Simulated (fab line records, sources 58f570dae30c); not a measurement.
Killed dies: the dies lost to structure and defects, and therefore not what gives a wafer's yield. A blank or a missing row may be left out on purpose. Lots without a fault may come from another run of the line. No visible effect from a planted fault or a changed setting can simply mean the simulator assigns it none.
Which tool is to blame? || flow berkeley cmos170 || 42 wafers sampled from 14 lots at 1 step of a route of 331

## WHAT EACH GAUGE READ, for each wafer
UCB170_NWELL_THK_MEAS_05.
{"lot": "L463", "measured": "day 2 06:05", "on": "film metro-03", "NWELL_NITRIDE_THK (nm)": "221.8 223.7 222.0"}
{"lot": "L464", "measured": "day 2 19:58", "on": "film metro-03", "NWELL_NITRIDE_THK (nm)": "224.9 225.0 225.5"}
{"lot": "L466", "measured": "day 2 23:41", "on": "film metro-03", "NWELL_NITRIDE_THK (nm)": "228.1 227.0 226.6"}
{"lot": "L467", "measured": "day 3 09:26", "on": "film metro-01", "NWELL_NITRIDE_THK (nm)": "225.7 227.1 225.6"}
{"lot": "L468", "measured": "day 3 09:26", "on": "film metro-03", "NWELL_NITRIDE_THK (nm)": "225.9 224.2 224.4"}
{"lot": "L472", "measured": "day 4 01:29", "on": "film metro-03", "NWELL_NITRIDE_THK (nm)": "223.8 223.5 224.2"}
{"lot": "L473", "measured": "day 4 12:55", "on": "film metro-03", "NWELL_NITRIDE_THK (nm)": "219.5 220.5 221.5"}
{"lot": "L475", "measured": "day 5 00:14", "on": "film metro-01", "NWELL_NITRIDE_THK (nm)": "218.6 216.2 215.3"}
{"lot": "L476", "measured": "day 5 04:02", "on": "film metro-01", "NWELL_NITRIDE_THK (nm)": "221.7 221.8 221.9"}
{"lot": "L477", "measured": "day 5 12:47", "on": "film metro-02", "NWELL_NITRIDE_THK (nm)": "224.6 223.4 222.4"}
{"lot": "L481", "measured": "day 6 04:05", "on": "film metro-02", "NWELL_NITRIDE_THK (nm)": "221.5 224.6 224.0"}
{"lot": "L483", "measured": "day 6 10:11", "on": "film metro-02", "NWELL_NITRIDE_THK (nm)": "219.8 220.1 221.7"}
{"lot": "L485", "measured": "day 6 18:29", "on": "film metro-03", "NWELL_NITRIDE_THK (nm)": "223.6 222.3 225.2"}
{"lot": "L486", "measured": "day 7 03:26", "on": "film metro-01", "NWELL_NITRIDE_THK (nm)": "227.2 226.6 226.3"}

## WHICH TOOL RAN EACH LOT (tool, then ch and the chambers of the sampled wafers, then the start)
There is no process step in the record ahead of these readings.

## WHAT THE TOOLS THEMSELVES READ (means of the sampled wafers that have a number; where no wafer has one, the mark that the record gives instead)
The record holds no such reading with a usual standard deviation.

## THE ANSWER, worked out from the rows above alone
Rule: what is usual is taken from the lots themselves. Put in order of their means at a reading, lots are off if they are a third of the lots or fewer, leave a main group of 4 or more, and stand apart from it by a gap of 3 or more times the standard deviation of the main group's means; of several such gaps the widest counts. A main group is skipped when, at the precision printed for the reading in the tables above, its means are all equal. Also off: a lot with no number at a reading for which 4 or more lots have one. All remaining lots with rows at the step are treated as sound. The gauges are gone through in route order, then the tools' own readings, and for those a lot's mean is taken as printed above. At the first step where some lot is off, the reading lying furthest off is the one used; lots without a number count as furthest.
No lot is off on any of the readings shown, so nothing can be concluded from this.

## WHAT THE SIMULATOR PUT IN
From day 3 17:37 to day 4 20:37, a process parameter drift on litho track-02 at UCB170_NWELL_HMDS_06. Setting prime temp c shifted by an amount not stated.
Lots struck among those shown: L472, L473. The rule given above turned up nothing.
